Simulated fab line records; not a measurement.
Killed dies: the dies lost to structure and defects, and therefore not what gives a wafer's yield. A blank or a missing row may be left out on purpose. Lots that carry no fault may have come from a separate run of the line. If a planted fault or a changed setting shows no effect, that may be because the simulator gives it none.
Which tool is to blame? / flow rit_cmos / 14 lots with 42 wafers sampled at 2 steps, on a route of 202 steps

== WHAT EACH GAUGE READ, for each wafer ==
RIT_CONTACT_THK_MEAS_01.
lot=L369; measured=day 3 10:58; on=film_metro-03; CONTACT_TEOS_THK (nm)=388 398 399
lot=L370; measured=day 3 17:08; on=film_metro-04; CONTACT_TEOS_THK (nm)=395 396 402
lot=L371; measured=day 3 23:05; on=film_metro-01; CONTACT_TEOS_THK (nm)=394 399 405
lot=L373; measured=day 4 14:32; on=film_metro-04; CONTACT_TEOS_THK (nm)=398 402 406
lot=L374; measured=day 4 19:37; on=film_metro-04; CONTACT_TEOS_THK (nm)=399 401 399
lot=L375; measured=day 4 22:29; on=film_metro-03; CONTACT_TEOS_THK (nm)=395 399 399
lot=L376; measured=day 5 02:25; on=film_metro-01; CONTACT_TEOS_THK (nm)=391 398 396
lot=L377; measured=day 5 04:01; on=film_metro-01; CONTACT_TEOS_THK (nm)=396 400 406
lot=L380; measured=day 5 19:55; on=film_metro-03; CONTACT_TEOS_THK (nm)=399 405 409
lot=L384; measured=day 6 12:16; on=film_metro-04; CONTACT_TEOS_THK (nm)=439 445 445
lot=L387; measured=day 7 06:17; on=film_metro-01; CONTACT_TEOS_THK (nm)=439 443 445
lot=L389; measured=day 7 09:42; on=film_metro-03; CONTACT_TEOS_THK (nm)=409 407 407
lot=L391; measured=day 7 23:20; on=film_metro-01; CONTACT_TEOS_THK (nm)=399 397 401
lot=L392; measured=day 8 05:08; on=film_metro-04; CONTACT_TEOS_THK (nm)=406 404 411

== WHAT TOOL EACH LOT RAN ON (gives the tool, then ch and the chambers of the sampled wafers, and finally the start) ==
lot=L369; RIT_CONTACT_CVD_00=pecvd-03 ch 0,1,2, day 3 10:55
lot=L370; RIT_CONTACT_CVD_00=pecvd-04 ch 0,1, day 3 17:04
lot=L371; RIT_CONTACT_CVD_00=pecvd-01 ch 0,1, day 3 23:01
lot=L373; RIT_CONTACT_CVD_00=pecvd-04 ch 0,2, day 4 14:29
lot=L374; RIT_CONTACT_CVD_00=pecvd-01 ch 1,2, day 4 19:33
lot=L375; RIT_CONTACT_CVD_00=pecvd-03 ch 0,1,2, day 4 22:26
lot=L376; RIT_CONTACT_CVD_00=pecvd-04 ch 0,1,2, day 5 02:22
lot=L377; RIT_CONTACT_CVD_00=pecvd-01 ch 0,2, day 5 03:58
lot=L380; RIT_CONTACT_CVD_00=pecvd-01 ch 0,1, day 5 19:52
lot=L384; RIT_CONTACT_CVD_00=pecvd-03 ch 0,1, day 6 12:11
lot=L387; RIT_CONTACT_CVD_00=pecvd-03 ch 0,1,2, day 7 06:14
lot=L389; RIT_CONTACT_CVD_00=pecvd-01 ch 0,1,2, day 7 09:38
lot=L391; RIT_CONTACT_CVD_00=pecvd-04 ch 0,2, day 7 23:17
lot=L392; RIT_CONTACT_CVD_00=pecvd-01 ch 0,1, day 8 05:05
- RIT_CONTACT_CVD_00: deposits SiO2 from TEOS, target thk 400 nm, time 61 s.

== AS READ BY THE TOOLS THEMSELVES (means over the sampled wafers that have a number; for cases with no such wafer, the mark the record gives instead) ==
RIT_CONTACT_CVD_00.
lot=L369; tool=pecvd-03; heater_power_w (W)=374; rf_fwd_power_W (W)=396.8
lot=L370; tool=pecvd-04; heater_power_w (W)=334; rf_fwd_power_W (W)=396.1
lot=L371; tool=pecvd-01; heater_power_w (W)=295; rf_fwd_power_W (W)=398.0
lot=L373; tool=pecvd-04; heater_power_w (W)=277; rf_fwd_power_W (W)=396.2
lot=L374; tool=pecvd-01; heater_power_w (W)=326; rf_fwd_power_W (W)=397.9
lot=L375; tool=pecvd-03; heater_power_w (W)=358; rf_fwd_power_W (W)=396.4
lot=L376; tool=pecvd-04; heater_power_w (W)=312; rf_fwd_power_W (W)=398.2
lot=L377; tool=pecvd-01; heater_power_w (W)=385; rf_fwd_power_W (W)=397.6
lot=L380; tool=pecvd-01; heater_power_w (W)=340; rf_fwd_power_W (W)=397.9
lot=L384; tool=pecvd-03; heater_power_w (W)=329; rf_fwd_power_W (W)=557.0
lot=L387; tool=pecvd-03; heater_power_w (W)=332; rf_fwd_power_W (W)=556.0
lot=L389; tool=pecvd-01; heater_power_w (W)=350; rf_fwd_power_W (W)=397.9
lot=L391; tool=pecvd-04; heater_power_w (W)=241; rf_fwd_power_W (W)=396.0
lot=L392; tool=pecvd-01; heater_power_w (W)=320; rf_fwd_power_W (W)=397.6

== THE ANSWER, worked out from the rows above alone ==
Rule: the usual values come from the lots themselves. The widest of any qualifying gaps counts: lots, ordered by their means at a reading, are off when they make up no more than a third of the lots, leave a main group of 4 or more, and stand apart from it by 3 or more times the standard deviation of that group's means. Not used: any main group whose means are identical at the precision the tables above print for the reading. Also off: a lot with no number at a reading for which 4 or more lots have one. Where the step has rows for the other lots, those lots are counted as sound. The gauges are gone through in route order, then the tools' own readings, and for those a lot's mean is taken as printed above. The first step at which some lot is off is used, and at that step the reading that is off furthest; a lot without a number counts as furthest.
Off: L384, L387, seen at RIT_CONTACT_THK_MEAS_01 (CONTACT_TEOS_THK). Main group: mean 400 nm, sd 4.
If a tool, at a process step before that reading, ran all the lots that are off and no sound lot after the first of them, it fits. Not tried: the gauges at RIT_CONTACT_THK_MEAS_01; whatever is off there is also off at RIT_CONTACT_CVD_00, on other tools, and gauge error can't account for it. One candidate fits, namely pecvd-03 at RIT_CONTACT_CVD_00. A fault onset in the window from L375 (day 4 22:26, its last sound lot) to L384 (day 6 12:11, its first lot off) fits.
On the lots that are off, the tool's own readings at RIT_CONTACT_CVD_00 differ by more than 5 times the standard deviation of the sound lots' means, which bears it out; rf_fwd_power_W reads 556.5 W there versus 397.2 W on the sound lots.

== WHAT THE SIMULATOR PUT IN ==
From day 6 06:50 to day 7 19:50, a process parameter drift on pecvd-03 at RIT_CONTACT_CVD_00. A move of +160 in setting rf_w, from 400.
Shown lots that were struck: L384, L387. The rule above found the same.
